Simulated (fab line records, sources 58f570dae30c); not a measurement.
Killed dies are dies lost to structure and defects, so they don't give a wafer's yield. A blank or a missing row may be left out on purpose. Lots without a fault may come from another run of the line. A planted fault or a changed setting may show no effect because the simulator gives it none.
fab line records | flow berkeley_cmos170
record lots=15 wafers=45 last_day=13
route steps=331 shown ACTIVE@73 PVT@121 FIELD@126 GATE@130
lots that met no fault: from a run of the same line without faults
start_h: hours from the record's first day to the start of the lot's first wafer shown | wait_h: hours since the lot's step before | " the same as in the row above | L1.1+2: a row that stands for several wafers | - no value, or no start given | * or withheld: withheld | < > ~ a bound
route shown NAME@n: a module of which the file shows steps, and the number in the route of the first | usual: mean/standard deviation of fault-free wafers | same: alike in all rows | chamber/n: place in a boat | sites: the reading at each site | _std_site: their standard deviation | _edge_site: outer sites' mean less inner sites' | radius_mm: how far each site lies from the wafer's centre | mask NAME#n: copy n | behind: the tool/chamber that last shaped the wafer | hold: why the lot was held/for how many hours/how that ended | device: the transistor (n, p or np) that didn't switch | end of line: the same wafers' tests at the end of the route | a step without rows: its recipe alone | killed: dies lost to structure and defects at the first sort, not the wafer's yield | map: a wafer's dies, x killed, . not, _ none there
set.NAME: the setting as run; set.NAME@STEP: as run at that earlier step | model.NAME: the simulator's own value behind a step, which no gauge read
steps of the route over a sample of lots; a table a step, a row a wafer
services: from which hour (start_h, from the record's first day; less than 0 if before it) a tool's chamber was out of use, for how many hours, and why
## steps
# step UCB170_ACTIVE_CD_MEAS_13
# recipe target_cd_nm=1200
# usual cd_nm=1200.4/1.3
# columns lot.wafer tool chamber start_h wait_h cd_nm
L262.1 cd_sem-02 - 89.79 - 1198.4
L262.2 " - " " 1199.5
L262.6 " - " " 1199.4
L264.4 cd_sem-02 - 99.30 - 1200.4
L264.5 " - " " 1200.6
L264.6 " - " " 1200.5
L265.1 cd_sem-02 - 99.40 - 1198.1
L265.2 " - " " 1199.8
L265.3 " - " " 1200.7
L263.1 cd_sem-02 - 99.58 - 1198.7
L263.2 " - " " 1197.3
L263.3 " - " " 1197.1
L267.2 cd_sem-02 - 112.76 - 1200.5
L267.4 " - " " 1200.8
L267.5 " - " " 1199.9
L268.2 cd_sem-02 - 123.67 - 1201.4
L268.4 " - " " 1200.8
L268.6 " - " " 1199.6
L270.3 cd_sem-02 - 132.60 - 1199.5
L270.4 " - " " 1199.2
L270.5 " - " " 1198.8
L272.2 cd_sem-02 - 138.16 - 1198.4
L272.4 " - " " 1198.2
L272.6 " - " " 1199.4
L277.2 cd_sem-02 - 162.37 - 1198.8
L277.3 " - " " 1202.3
L277.6 " - " " 1200.5
L276.1 cd_sem-01 - 162.47 - 1201.3
L276.3 " - " " 1201.0
L276.6 " - " " 1200.4
L278.3 cd_sem-02 - 166.77 - 1202.1
L278.5 " - " " 1201.5
L278.6 " - " " 1201.2
L280.1 cd_sem-02 - 180.43 - 1199.1
L280.2 " - " " 1198.4
L280.6 " - " " 1199.9
L281.1 cd_sem-01 - 185.34 - 1200.4
L281.4 " - " " 1200.6
L281.5 " - " " 1199.8
L283.1 cd_sem-02 - 214.57 - 1202.2
L283.3 " - " " 1201.2
L283.5 " - " " 1201.3
L284.2 cd_sem-01 - 214.83 - 1198.2
L284.3 " - " " 1199.8
L284.4 " - " " 1199.1
# step UCB170_PVT_OVL_MEAS_06
# usual PVT_OVL=-5/5.5
# columns lot.wafer tool chamber start_h wait_h PVT_OVL[nm]
L262.1 overlay-02 - 127.21 - 0
L262.2 " - " " -3
L262.6 " - " " -8
L263.1 overlay-02 - 140.30 - 4
L263.2 " - " " -1
L263.3 " - " " 3
L265.1 overlay-01 - 141.40 - 1
L265.2 " - " " -6
L265.3 " - " " 0
L264.4 overlay-01 - 141.56 - -10
L264.5 " - " " -5
L264.6 " - " " -11
L267.2 overlay-02 - 154.12 - 2
L267.4 " - " " 8
L267.5 " - " " 0
L268.2 overlay-01 - 166.93 - -10
L268.4 " - " " -6
L268.6 " - " " -13
L270.3 overlay-01 - 177.18 - 0
L270.4 " - " " -11
L270.5 " - " " -8
L272.2 overlay-01 - 183.71 - -4
L272.4 " - " " -1
L272.6 " - " " -1
L276.1 overlay-02 - 212.01 - -7
L276.3 " - " " -11
L276.6 " - " " -7
L278.3 overlay-01 - 212.30 - -11
L278.5 " - " " -15
L278.6 " - " " -14
L277.2 overlay-02 - 212.38 - -14
L277.3 " - " " -7
L277.6 " - " " -9
L280.1 overlay-02 - 224.95 - 0
L280.2 " - " " -1
L280.6 " - " " 3
L281.1 overlay-02 - 232.32 - -16
L281.4 " - " " -15
L281.5 " - " " -13
L283.1 overlay-02 - 261.01 - -7
L283.3 " - " " -1
L283.5 " - " " -1
L284.2 overlay-02 - 261.20 - -1
L284.3 " - " " -4
L284.4 " - " " -4
# step UCB170_FIELD_THK_MEAS_91
# recipe reads=SiO2_of_FIELD_OXIDATION_01
# usual FIELD_OXIDE_LEFT_2_THK=349/15
# columns lot.wafer tool chamber start_h wait_h FIELD_OXIDE_LEFT_2_THK[nm]
L262.1 film_metro-04 - 127.62 0.0 351
L262.2 " - " " 353
L262.6 " - " " 348
L263.1 film_metro-02 - 140.71 0.0 319
L263.2 " - " " 323
L263.3 " - " " 318
L265.1 film_metro-02 - 141.81 0.0 332
L265.2 " - " " 325
L265.3 " - " " 324
L264.4 film_metro-04 - 141.99 0.0 329
L264.5 " - " " 330
L264.6 " - " " 335
L267.2 film_metro-03 - 154.55 0.0 339
L267.4 " - " " 331
L267.5 " - " " 332
L268.2 film_metro-03 - 168.73 0.0 351
L268.4 " - " " 350
L268.6 " - " " 347
L270.3 film_metro-04 - 177.60 0.0 353
L270.4 " - " " 344
L270.5 " - " " 356
L272.2 film_metro-04 - 184.61 0.0 361
L272.4 " - " " 363
L272.6 " - " " 361
L276.1 film_metro-04 - 212.49 0.0 355
L276.3 " - " " 360
L276.6 " - " " 355
L278.3 film_metro-04 - 212.78 0.0 356
L278.5 " - " " 348
L278.6 " - " " 347
L277.2 film_metro-02 - 212.81 0.0 340
L277.3 " - " " 337
L277.6 " - " " 348
L280.1 film_metro-02 - 225.36 0.0 372
L280.2 " - " " 374
L280.6 " - " " 364
L281.1 film_metro-03 - 235.61 0.0 362
L281.4 " - " " 359
L281.5 " - " " 363
L283.1 film_metro-03 - 261.42 0.0 352
L283.3 " - " " 347
L283.5 " - " " 348
L284.2 film_metro-04 - 261.62 0.0 365
L284.3 " - " " 365
L284.4 " - " " 355
# step UCB170_GATE_CVD_04
# recipe material=poly-Si temp_c=610 precursor=SiH4 time_s=1440 pressure_mtorr=375 target_thk_nm=214 sih4_flow_sccm=120
# usual sih4_flow_sccm=120.0/0.36
# columns lot.wafer tool chamber start_h wait_h sih4_flow_sccm
L262.1 lpcvd-02 0 139.52 0.1 120.3
L262.2 " 0 " " 120.0
L262.6 " 0 " " 120.0
L263.1 lpcvd-01 0 155.47 0.0 120.1
L263.2 " 0 " " 120.2
L263.3 " 0 " " 120.0
L264.4 lpcvd-01 1 155.47 0.0 119.5
L264.5 " 1 " " 119.8
L264.6 " 1 " " 119.6
L265.1 lpcvd-01 1 155.47 0.0 119.6
L265.2 " 1 " " 119.5
L265.3 " 1 " " 119.8
L267.2 lpcvd-02 1 167.08 0.0 119.9
L267.4 " 1 " " 120.6
L267.5 " 1 " " 120.3
L268.2 lpcvd-02 0 180.52 0.0 120.0
L268.4 " 0 " " 120.9
L268.6 " 0 " " 120.0
L270.3 lpcvd-02 0 188.75 0.0 119.7
L270.4 " 0 " " 120.1
L270.5 " 0 " " 120.1
L272.2 lpcvd-01 0 193.87 0.0 119.4
L272.4 " 0 " " 120.0
L272.6 " 0 " " 120.0
L276.1 lpcvd-01 1 224.57 0.0 59.8
L276.3 " 1 " " 60.0
L276.6 " 1 " " 59.7
L277.2 lpcvd-01 1 224.57 0.0 60.0
L277.3 " 1 " " 59.6
L277.6 " 1 " " 59.8
L278.3 lpcvd-01 0 224.57 0.0 60.4
L278.5 " 0 " " 60.4
L278.6 " 0 " " 60.1
L280.1 lpcvd-02 0 240.32 0.0 119.8
L280.2 " 0 " " 120.1
L280.6 " 0 " " 119.7
L281.1 lpcvd-02 0 249.85 0.0 120.9
L281.4 " 0 " " 120.1
L281.5 " 0 " " 120.4
L283.1 lpcvd-02 0 274.85 0.0 119.5
L283.3 " 0 " " 119.9
L283.5 " 0 " " 120.0
L284.2 lpcvd-02 1 274.85 0.0 120.2
L284.3 " 1 " " 120.5
L284.4 " 1 " " 120.1
# step UCB170_GATE_THK_MEAS_05
# recipe reads=poly-Si_of_GATE_CVD_04
# usual GATE_POLY_THK=214.0/1.7
# columns lot.wafer tool chamber start_h wait_h GATE_POLY_THK[nm]
L262.1 film_metro-01 - 140.92 0.0 214.6
L262.2 " - " " 214.0
L262.6 " - " " 212.5
L263.1 film_metro-01 - 156.87 0.0 216.7
L263.2 " - " " 216.1
L263.3 " - " " 214.7
L265.1 film_metro-04 - 156.87 0.0 213.0
L265.2 " - " " 216.7
L265.3 " - " " 213.8
L264.4 film_metro-02 - 156.90 0.0 215.4
L264.5 " - " " 215.9
L264.6 " - " " 214.8
L267.2 film_metro-04 - 168.49 0.0 211.6
L267.4 " - " " 211.3
L267.5 " - " " 212.0
L268.2 film_metro-04 - 181.93 0.0 217.1
L268.4 " - " " 217.8
L268.6 " - " " 217.4
L270.3 film_metro-02 - 190.17 0.0 214.8
L270.4 " - " " 215.7
L270.5 " - " " 216.5
L272.2 film_metro-04 - 195.28 0.0 213.0
L272.4 " - " " 211.3
L272.6 " - " " 213.0
L276.1 film_metro-02 - 225.97 0.0 105.4
L276.3 " - " " 106.8
L276.6 " - " " 106.9
L277.2 film_metro-01 - 225.98 0.0 106.7
L277.3 " - " " 105.8
L277.6 " - " " 108.3
L278.3 film_metro-04 - 225.99 0.0 107.0
L278.5 " - " " 105.6
L278.6 " - " " 104.2
L280.1 film_metro-04 - 241.72 0.0 214.4
L280.2 " - " " 215.7
L280.6 " - " " 213.7
L281.1 film_metro-04 - 251.25 0.0 218.2
L281.4 " - " " 217.7
L281.5 " - " " 216.7
L283.1 film_metro-02 - 276.25 0.0 213.5
L283.3 " - " " 213.3
L283.5 " - " " 214.3
L284.2 film_metro-04 - 276.32 0.1 215.4
L284.3 " - " " 213.6
L284.4 " - " " 214.2
# step UCB170_GATE_ETCH_15
# recipe chemistry=HBr/Cl2 target=poly-Si stop_on=SiO2 over_etch_frac=0.3 icp_w=300 bias_w=150 time_s=56.3 pressure_mtorr=15 HBr_flow_sccm=150 Cl2_flow_sccm=50 target_depth_a=2782
# usual drypump_motor_current_A=5.75/0.29 mfc_cl2_sccm=50.01/0.17 oes_product_au=0.823/0.013 throttle_valve_pct=26.5/0.33
# columns lot.wafer tool chamber start_h wait_h drypump_motor_current_A mfc_cl2_sccm oes_product_au rf_hours_counter_h throttle_valve_pct
L262.1 rie_si-02 0 143.71 - 5.77 50.02 0.809 58 26.7
L262.2 " 3 " " 5.65 50.02 0.804 104 26.4
L262.6 " 0 " " 5.75 50.25 0.814 - 26.7
L265.1 rie_si-01 0 158.51 - 5.63 49.95 0.831 75 26.0
L265.2 " 3 " " 5.44 50.08 0.834 41 26.9
L265.3 " 1 " " 6.52 49.92 0.844 126 26.2
L263.1 rie_si-02 0 158.74 - 5.76 49.73 0.824 58 26.7
L263.2 " 1 " " 5.78 50.11 0.839 106 26.8
L263.3 " 2 " " 5.60 50.09 0.829 45 26.1
L264.4 rie_si-01 0 158.81 - 5.62 50.09 0.838 - 26.0
L264.5 " 3 " " 5.42 49.95 0.839 - 26.9
L264.6 " 1 " " 6.49 50.13 0.847 - 26.3
L267.2 rie_si-01 0 170.16 - 5.62 49.90 0.825 75 26.0
L267.4 " 3 " " 5.44 50.16 0.828 - 26.9
L267.5 " 2 " " 5.91 50.07 0.809 - 26.2
L268.2 rie_si-01 2 183.81 - 5.92 49.84 0.816 0 26.2
L268.4 " 3 " " 5.41 50.03 0.847 41 26.9
L268.6 " 1 " " 6.50 50.25 0.809 - 26.4
L270.3 rie_si-02 0 191.38 - 5.77 49.81 0.822 58 26.7
L270.4 " 3 " " 5.68 50.06 0.806 104 26.4
L270.5 " 1 " " 5.76 50.25 0.840 - 26.8
L272.2 rie_si-01 2 197.08 - 5.90 50.31 0.814 0 26.2
L272.4 " 0 " " 5.59 50.03 0.823 75 26.0
L272.6 " 0 " " 5.59 49.89 0.831 - 26.0
L276.1 rie_si-02 0 227.20 - 5.75 49.86 0.539 58 26.7
L276.3 " 1 " " 5.75 49.87 0.563 106 26.8
L276.6 " 1 " " 5.77 50.05 0.559 - 26.8
L278.3 rie_si-01 3 227.32 - 5.38 50.14 0.555 41 26.9
L278.5 " 3 " " 5.40 49.95 0.556 - 26.9
L278.6 " 2 " " 5.91 50.02 0.536 - 26.2
L277.2 rie_si-02 0 227.56 - 5.78 50.14 0.549 58 26.7
L277.3 " 1 " " 5.77 50.08 0.558 106 26.8
L277.6 " 2 " " 5.57 49.97 0.553 - 26.1
L280.1 rie_si-01 0 242.98 - 5.62 49.81 0.836 75 26.0
L280.2 " 1 " " 6.51 50.01 0.816 0 26.4
L280.6 " 2 " " 5.89 49.86 0.809 - 26.2
L281.1 rie_si-01 2 252.48 - 5.91 50.01 0.812 0 26.2
L281.4 " 3 " " 5.38 49.73 0.842 41 26.9
L281.5 " 1 " " 6.50 49.74 0.818 - 26.3
L283.1 rie_si-02 0 277.95 - 5.76 50.10 0.813 58 26.7
L283.3 " 1 " " 5.77 49.93 0.808 0 26.7
L283.5 " 1 " " 5.76 49.64 0.808 - 26.7
L284.2 rie_si-02 1 278.29 - 5.76 49.99 0.819 0 26.7
L284.3 " 0 " " 5.79 50.18 0.813 58 26.7
L284.4 " 3 " " 5.64 49.98 0.823 0 26.3
## services
# columns tool chamber start_h hours kind
rie_si-01 - 138.82 2.8 pm
rie_si-02 2 139.01 10.2 repair
rie_si-01 2 141.57 - clean
rie_si-01 2 141.57 22.5 scheduled_down
rie_si-01 2 141.57 22.5 vent_cycle
rie_si-02 - 150.67 1.2 repair
rie_si-01 1 161.36 5.0 repair
rie_si-01 1 166.36 - clean
rie_si-01 1 166.36 14.4 scheduled_down
rie_si-01 1 166.36 14.4 vent_cycle
rie_si-02 1 231.84 - clean
rie_si-02 1 231.84 21.0 scheduled_down
rie_si-02 1 231.84 21.0 vent_cycle
rie_si-02 3 252.88 - clean
rie_si-02 3 252.88 22.4 scheduled_down
rie_si-02 3 252.88 22.4 vent_cycle
## key
first_sign step=UCB170_GATE_CVD_04 reading=sih4_flow_sccm direction=down sigmas=99+ usual=120.0 struck=60.0
effect step=UCB170_GATE_THK_MEAS_05 reading=GATE_POLY_THK direction=down sigmas=64 usual=214.0 struck=106.3
effect step=UCB170_GATE_ETCH_15 reading=oes_product_au direction=down sigmas=21 usual=0.823 struck=0.552
met_at UCB170_GATE_CVD_04
struck_lots L276,L277,L278
sort_left_out L277.2,L277.3,L277.6
tester_left_out L276,L277,L278
loop_trim step=UCB170_ACTIVE_EXPOSE_10 setting=dose lots=L276,L277,L278
not_acting_at UCB170_ACTIVE_CD_MEAS_13,UCB170_PVT_OVL_MEAS_06,UCB170_FIELD_THK_MEAS_91
onset_between 193.87 224.57
fault kind=process_parameter_drift tool=lpcvd-01 chamber=- onset_h=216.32 steps=UCB170_GATE_CVD_04 channel=sih4_flow_sccm offset=-60 shape=step end_h=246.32 acts_in=these_recipes_only stated=120
# tester_left_out: of these lots the tester's yield and bins aren't shown, on N5 and GAA mostly nor the transistor test; their killed dies are dies lost to structure and defects alone, not to doping, threshold or leakage, so they don't give the yield
# sort_left_out: the simulated sort isn't trusted on such a fault, so these wafers' sort isn't shown, and their yield isn't known
# loop_trim: a control loop set the setting to another value than it would have without faults
